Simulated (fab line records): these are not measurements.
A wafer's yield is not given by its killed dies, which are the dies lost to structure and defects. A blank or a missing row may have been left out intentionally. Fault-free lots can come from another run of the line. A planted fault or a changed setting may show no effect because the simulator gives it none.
One fault through the eyes of 2 desks || flow ritCmos || numbers are kept per desk, each desk with only its own; the story behind them comes last

== TOOL OWNER'S DESK, pvdSputter-03 ==
The tool's own readings at RIT_M1_SPUTTER_00 (material Al, target thk 400 nm, time 500 s): means of the sampled wafers that have a number, for each lot that ran on this tool. A lot is out of limits, marked OUT, if its mean lies more than 4 standard deviations from the usual mean; the brackets give that distance.
Columns: A = chamberPressurePa at RIT_M1_SPUTTER_00, usual 0.4000 Pa; B = throttleValvePct at RIT_M1_SPUTTER_00, usual 30.2 %
{"lot": "L512", "first seen here": "day 4 06:38", "A": 0.4000, "B": 28.9}
{"lot": "L514", "first seen here": "day 4 19:24", "A": 0.3993, "B": 30.1}
{"lot": "L522", "first seen here": "day 6 08:54", "A": 0.4009, "B": 30.7}
{"lot": "L526", "first seen here": "day 7 00:12", "A": 0.4006, "B": 29.8}
This desk's finding: nothing out of limits on any of the 4 lots.

== METROLOGY DESK ==
What the gauges read, lot by lot, whatever tool the lot ran on: means of the sampled wafers that have a number. A lot is out of limits, marked OUT, if its mean lies more than 4 standard deviations from the usual mean; the brackets give that distance.
Columns: A = M1_AL_RS at RIT_M1_RS_MEAS_01, usual 0.0731 ohm/sq; B = M1_AL_THK at RIT_M1_THK_MEAS_02, usual 397 nm
{"lot": "L508", "first seen here": "day 3 05:41", "A": 0.0725, "B": 400}
{"lot": "L509", "first seen here": "day 3 14:11", "A": 0.0728, "B": 399}
{"lot": "L510", "first seen here": "day 3 21:23", "A": 0.0735, "B": 397}
{"lot": "L511", "first seen here": "day 4 03:25", "A": 0.0735, "B": 394}
{"lot": "L512", "first seen here": "day 4 06:58", "A": 0.0727, "B": 398}
{"lot": "L513", "first seen here": "day 4 10:19", "A": 0.0739, "B": 397}
{"lot": "L514", "first seen here": "day 4 19:43", "A": 0.0727, "B": 397}
{"lot": "L515", "first seen here": "day 5 00:46", "A": 0.0734, "B": 395}
{"lot": "L516", "first seen here": "day 5 04:15", "A": 0.0730, "B": 397}
{"lot": "L517", "first seen here": "day 5 04:46", "A": 0.0733, "B": 394}
{"lot": "L522", "first seen here": "day 6 09:14", "A": "0.0844 (+16) OUT", "B": "355 (-12) OUT"}
{"lot": "L526", "first seen here": "day 7 00:32", "A": "0.0869 (+20) OUT", "B": "345 (-14) OUT"}
{"lot": "L531", "first seen here": "day 8 04:27", "A": 0.0726, "B": 399}
Finding of this desk: L522, L526 out of limits, first seen on L522 at day 6 09:14 (M1_AL_RS at RIT_M1_RS_MEAS_01). In limits: L508, L509, L510, L511, L512, L513, L514, L515, L516, L517, L531.

== TAKEN TOGETHER ==
An alarm was possible from the metrology desk at day 6 09:14, on L522, L526.
Nothing out of limits was seen by the tool owner's desk.
Tool owner's desk: L522, L526 on record, inside its limits.
All the named lots went through RIT_M1_SPUTTER_00 on pvdSputter-03.

== WHAT THE SIMULATOR HAD INSERTED ==
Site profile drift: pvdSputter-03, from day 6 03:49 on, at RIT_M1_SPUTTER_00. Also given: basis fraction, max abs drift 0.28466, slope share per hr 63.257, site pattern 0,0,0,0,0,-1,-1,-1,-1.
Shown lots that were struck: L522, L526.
Delay in hours, fault start to first out-of-limits reading, per desk: metrology desk 5.
